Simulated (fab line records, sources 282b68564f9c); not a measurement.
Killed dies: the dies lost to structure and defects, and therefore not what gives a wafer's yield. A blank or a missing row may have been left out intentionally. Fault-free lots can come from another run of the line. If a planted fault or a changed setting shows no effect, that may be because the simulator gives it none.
Which of the tools did it? ; flow ritCmos ; Sampling: 7 lots, 21 wafers, 2 of 202 route steps

== WHAT THE GAUGES SHOWED, per wafer ==
RIT_PWELL_TW_MEAS_10.
lot;measured;on;PWELL_TW
L504;day 2 05:07;filmMetro-02;945 945 946
L507;day 2 19:00;filmMetro-04;966 968 965
L510;day 3 12:30;filmMetro-01;950 945 947
L512;day 3 22:39;filmMetro-04;963 960 964
L516;day 4 18:49;filmMetro-02;1050 1045 1056
L519;day 5 09:21;filmMetro-04;953 963 963
L526;day 6 20:49;filmMetro-01;943 942 944

== TOOL THAT RAN EACH LOT (tool first, then ch and the chambers of the sampled wafers, then the start) ==
lot;RIT_PWELL_IMPLANT_08
L504;implanter-01 ch 0, day 2 04:48
L507;implanter-04 ch 0, day 2 18:41
L510;implanter-03 ch 0, day 3 12:11
L512;implanter-01 ch 0, day 3 22:21
L516;implanter-01 ch 0, day 4 18:29
L519;implanter-04 ch 0, day 5 09:01
L526;implanter-03 ch 0, day 6 20:29
- RIT_PWELL_IMPLANT_08

== THE ANSWER, worked out from the rows above alone ==
Rule: what is usual is taken from the lots themselves. The widest of any qualifying gaps counts: lots, ordered by their means at a reading, are off when they make up no more than a third of the lots, leave a main group of 4 or more, and stand apart from it by 3 or more times the standard deviation of that group's means. The tables above print the reading to a certain number of digits; a main group whose means all agree to those digits is not used. Also off: a lot with no number at a reading for which 4 or more lots have one. Where the step has rows for the other lots, those lots are counted as sound.
Off: at RIT_PWELL_TW_MEAS_10 (PWELL_TW), L516. Mean 954 and standard deviation 9.1 in the main group.
A tool fits if, at a process step before that reading, it ran every lot that is off, and no sound lot after the first of them. Those tools and the gauges at RIT_PWELL_TW_MEAS_10 are tried in the same way. Undecided on this evidence; 2 tools fit (implanter-01 at RIT_PWELL_IMPLANT_08, filmMetro-02 at RIT_PWELL_TW_MEAS_10).

== WHAT THE SIMULATOR HAD INSERTED ==
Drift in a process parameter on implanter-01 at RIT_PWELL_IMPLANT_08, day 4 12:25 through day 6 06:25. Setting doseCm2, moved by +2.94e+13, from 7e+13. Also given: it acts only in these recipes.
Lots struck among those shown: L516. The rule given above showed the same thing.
